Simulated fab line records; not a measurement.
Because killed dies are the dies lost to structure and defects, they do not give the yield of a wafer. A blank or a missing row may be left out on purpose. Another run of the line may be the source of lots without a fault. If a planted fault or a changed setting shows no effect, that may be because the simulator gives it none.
Which tool is to blame? + flow ritCmos + 39 wafers from 13 lots sampled at 3 of the route's 202 steps

WHAT THE GAUGES READ, wafer by wafer
RIT_PLDD_TW_MEAS_10.
| lot  | measured    | on           | PLDD_TW        |
|------|-------------|--------------|----------------|
| L770 | day 2 19:11 | filmMetro-02 | 2324 2311 2319 |
| L771 | day 2 23:47 | filmMetro-04 | 2334 2332 2334 |
| L772 | day 3 06:04 | filmMetro-02 | 2302 2329 2322 |
| L774 | day 3 16:11 | filmMetro-03 | 2337 2340 2342 |
| L776 | day 4 00:34 | filmMetro-02 | 2315 2312 2319 |
| L781 | day 5 01:59 | filmMetro-04 | 1476 1475 1486 |
| L782 | day 5 11:19 | filmMetro-02 | 1463 1468 1468 |
| L783 | day 5 13:01 | filmMetro-04 | 2327 2317 2331 |
| L784 | day 5 17:55 | filmMetro-03 | 2342 2340 2356 |
| L786 | day 6 04:11 | filmMetro-02 | 2325 2310 2328 |
| L788 | day 6 14:59 | filmMetro-03 | 2346 2334 2348 |
| L790 | day 6 23:56 | filmMetro-02 | 2319 2326 2320 |
| L791 | day 7 04:16 | filmMetro-03 | 2337 2347 2349 |

RIT_SDANNEAL_RS_MEAS_06: a four-point-probe measurement.
| lot  | measured    | on           | PLDD_RS (ohm/sq)  |
|------|-------------|--------------|-------------------|
| L770 | day 3 01:53 | filmMetro-04 | 178.2 178.3 178.5 |
| L771 | day 3 05:53 | filmMetro-04 | 178.4 178.5 178.1 |
| L772 | day 3 12:44 | filmMetro-02 | 178.7 178.8 178.5 |
| L774 | day 3 22:17 | filmMetro-04 | 179.3 179.1 178.8 |
| L776 | day 4 06:54 | filmMetro-02 | 179.0 178.8 178.7 |
| L781 | day 5 09:08 | filmMetro-04 | 584.3 584.3 578.8 |
| L782 | day 5 18:41 | filmMetro-03 | 602.9 600.9 598.6 |
| L783 | day 5 20:42 | filmMetro-02 | 178.6 179.0 178.3 |
| L784 | day 6 00:23 | filmMetro-02 | 179.0 178.4 178.7 |
| L786 | day 6 10:19 | filmMetro-04 | 179.0 178.6 178.0 |
| L788 | day 6 21:12 | filmMetro-03 | 177.9 178.5 178.6 |
| L790 | day 7 06:22 | filmMetro-03 | 178.7 178.8 179.3 |
| L791 | day 7 10:41 | filmMetro-04 | 178.0 178.5 178.0 |

WHAT TOOL EACH LOT RAN ON (gives the tool, then ch and the chambers of the sampled wafers, and finally the start)
| lot  | RIT_PLDD_IMPLANT_08            |
|------|--------------------------------|
| L770 | implanter-03 ch 0, day 2 18:53 |
| L771 | implanter-01 ch 0, day 2 23:27 |
| L772 | implanter-04 ch 0, day 3 05:44 |
| L774 | implanter-04 ch 0, day 3 15:52 |
| L776 | implanter-04 ch 0, day 4 00:15 |
| L781 | implanter-04 ch 0, day 5 01:43 |
| L782 | implanter-04 ch 0, day 5 11:00 |
| L783 | implanter-03 ch 0, day 5 12:43 |
| L784 | implanter-01 ch 0, day 5 17:37 |
| L786 | implanter-01 ch 0, day 6 03:53 |
| L788 | implanter-01 ch 0, day 6 14:42 |
| L790 | implanter-01 ch 0, day 6 23:37 |
| L791 | implanter-01 ch 0, day 7 03:59 |
- RIT_PLDD_IMPLANT_08

WHAT THE TOOLS THEMSELVES READ (means of the sampled wafers that have a number; where no wafer has one, the mark that the record gives instead)
RIT_PLDD_IMPLANT_08.
| lot  | tool         | beamOnS (s) | doseIonsCm2 | endStationPressureTorr (Torr) | faradayCurrentUA |
|------|--------------|-------------|-------------|-------------------------------|------------------|
| L770 | implanter-03 | 9.96        | 8.998e+14   | 7.5e-06                       | 2833             |
| L771 | implanter-01 | 9.91        | 9.008e+14   | 7.3e-06                       | 2850             |
| L772 | implanter-04 | 10.10       | 9.008e+14   | 7.3e-06                       | 2789             |
| L774 | implanter-04 | 10.04       | 9.000e+14   | 7.0e-06                       | 2809             |
| L776 | implanter-04 | 10.11       | 9.004e+14   | 7.2e-06                       | 2799             |
| L781 | implanter-04 | 9.85        | 1.803e+14   | 5.4e-06                       | 575              |
| L782 | implanter-04 | 10.01       | 1.795e+14   | 5.3e-06                       | 567              |
| L783 | implanter-03 | 10.14       | 8.987e+14   | 7.2e-06                       | 2778             |
| L784 | implanter-01 | 10.06       | 8.998e+14   | 7.3e-06                       | 2804             |
| L786 | implanter-01 | 9.86        | 9.010e+14   | 7.5e-06                       | 2862             |
| L788 | implanter-01 | 10.10       | 8.992e+14   | 7.3e-06                       | 2804             |
| L790 | implanter-01 | 9.99        | 8.997e+14   | 7.1e-06                       | 2823             |
| L791 | implanter-01 | 10.23       | 8.981e+14   | 7.1e-06                       | 2751             |

THE ANSWER, worked out from the rows above alone
Rule: the lots themselves supply what counts as usual. Put in order of their means at a reading, lots are off if they are a third of the lots or fewer, leave a main group of 4 or more, and stand apart from it by a gap of 3 or more times the standard deviation of the main group's means; of several such gaps the widest counts. The tables above print the reading to a certain number of digits; a main group whose means all agree to those digits is not used. A lot without any number at a reading at which 4 lots or more have one is off too. Any other lot the step has rows for is counted as sound. Order of review: gauges by route order, followed by the tools' own readings, for which a lot's mean as printed above is used. At the first step where some lot is off, the reading lying furthest off is the one used; lots without a number count as furthest.
Off: at RIT_PLDD_TW_MEAS_10 (PLDD_TW), L781, L782. The main group has a mean of 2330 with a standard deviation of 11.
If a tool, at a process step before that reading, ran all the lots that are off and no sound lot after the first of them, it fits. Not tried: the gauges at RIT_PLDD_TW_MEAS_10; whatever is off there is also off at RIT_PLDD_IMPLANT_08, on other tools, and gauge error can't account for it. One fits: RIT_PLDD_IMPLANT_08 on implanter-04. A fault onset in the window from L776 (day 4 00:15, its last sound lot) to L781 (day 5 01:43, its first lot off) fits.
The tool's own readings at RIT_PLDD_IMPLANT_08 bear it out: on the lots that are off they differ by more than 5 times the standard deviation of the sound lots' means. doseIonsCm2 reads 1.799e+14 there against 8.998e+14 on the sound lots; endStationPressureTorr reads 5.3e-06 Torr there against 7.3e-06 Torr on the sound lots; faradayCurrentUA reads 571 there against 2809 on the sound lots.

WHAT HAD BEEN PUT IN BY THE SIMULATOR
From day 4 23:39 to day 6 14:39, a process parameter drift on implanter-04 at RIT_PLDD_IMPLANT_08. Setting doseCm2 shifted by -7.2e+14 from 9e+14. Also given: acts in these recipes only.
Shown lots that were struck: L781, L782. The same result came from the rule above.
